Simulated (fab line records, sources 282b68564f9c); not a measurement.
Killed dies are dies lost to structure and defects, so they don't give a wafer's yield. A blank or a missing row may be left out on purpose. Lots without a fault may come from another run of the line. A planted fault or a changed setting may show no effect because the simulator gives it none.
Which tool did it? | flow rit_cmos | 13 lots, 39 wafers sampled, at 2 steps of a route of 202

WHAT THE GAUGES READ, wafer by wafer
The record holds no reading of a measuring or inspecting step that can be judged against a usual standard deviation.

WHICH TOOL RAN EACH LOT (tool, then ch and the chambers of the sampled wafers, then the start)
lot  | RIT_NSD_EXPOSE_03                  | RIT_M1_PROBE_99
L917 | iline_stepper-02 ch 0, day 3 00:41 | -
L921 | iline_stepper-01 ch 0, day 3 22:43 | -
L922 | iline_stepper-02 ch 0, day 4 01:36 | -
L928 | iline_stepper-02 ch 0, day 5 12:52 | -
L929 | iline_stepper-02 ch 0, day 5 13:24 | -
L933 | iline_stepper-02 ch 0, day 6 08:11 | -
L934 | iline_stepper-02 ch 0, day 6 14:23 | prober-02, day 7 00:47
L935 | iline_stepper-02 ch 0, day 6 17:54 | -
L936 | iline_stepper-02 ch 0, day 6 22:28 | -
L937 | iline_stepper-02 ch 0, day 7 03:01 | -
L938 | iline_stepper-01 ch 0, day 7 07:42 | -
L939 | iline_stepper-01 ch 0, day 7 13:53 | -
L940 | iline_stepper-01 ch 0, day 7 17:42 | -
- RIT_NSD_EXPOSE_03: exposes mask M9, target cd 40700 nm.
- RIT_M1_PROBE_99

WHAT THE TOOLS THEMSELVES READ (means of the sampled wafers that have a number; where no wafer has one, the mark that the record gives instead)
RIT_M1_PROBE_99. Usual: killed_at_contacts 0.1, standard deviation 0.27; killed_at_front_end 7, standard deviation 3; killed_dies 7.0, standard deviation 3; killed_open 3.5, standard deviation 2.1; killed_short 3.4, standard deviation 1.9.
lot  | tool      | killed_at_contacts | killed_at_front_end | killed_dies | killed_open | killed_short | flag
L934 | prober-02 | 0.0                | 7                   | 6.7         | 4.0         | 2.7          |

THE ANSWER, worked out from the rows above alone
Rule: a lot is off if the mean of its wafers that have a number lies more than 3 standard deviations from the usual mean. A lot without any number at a reading at which 4 lots or more have one is off too. The other lots that the step has rows for count as sound. The gauges are gone through in route order, then the tools' own readings, and for those a lot's mean is taken as printed above. The first step at which some lot is off is used, and at that step the reading that is off furthest; a lot without a number counts as furthest.
No lot is off at any reading shown: from this, nothing can be told.

WHAT THE SIMULATOR HAD PUT IN
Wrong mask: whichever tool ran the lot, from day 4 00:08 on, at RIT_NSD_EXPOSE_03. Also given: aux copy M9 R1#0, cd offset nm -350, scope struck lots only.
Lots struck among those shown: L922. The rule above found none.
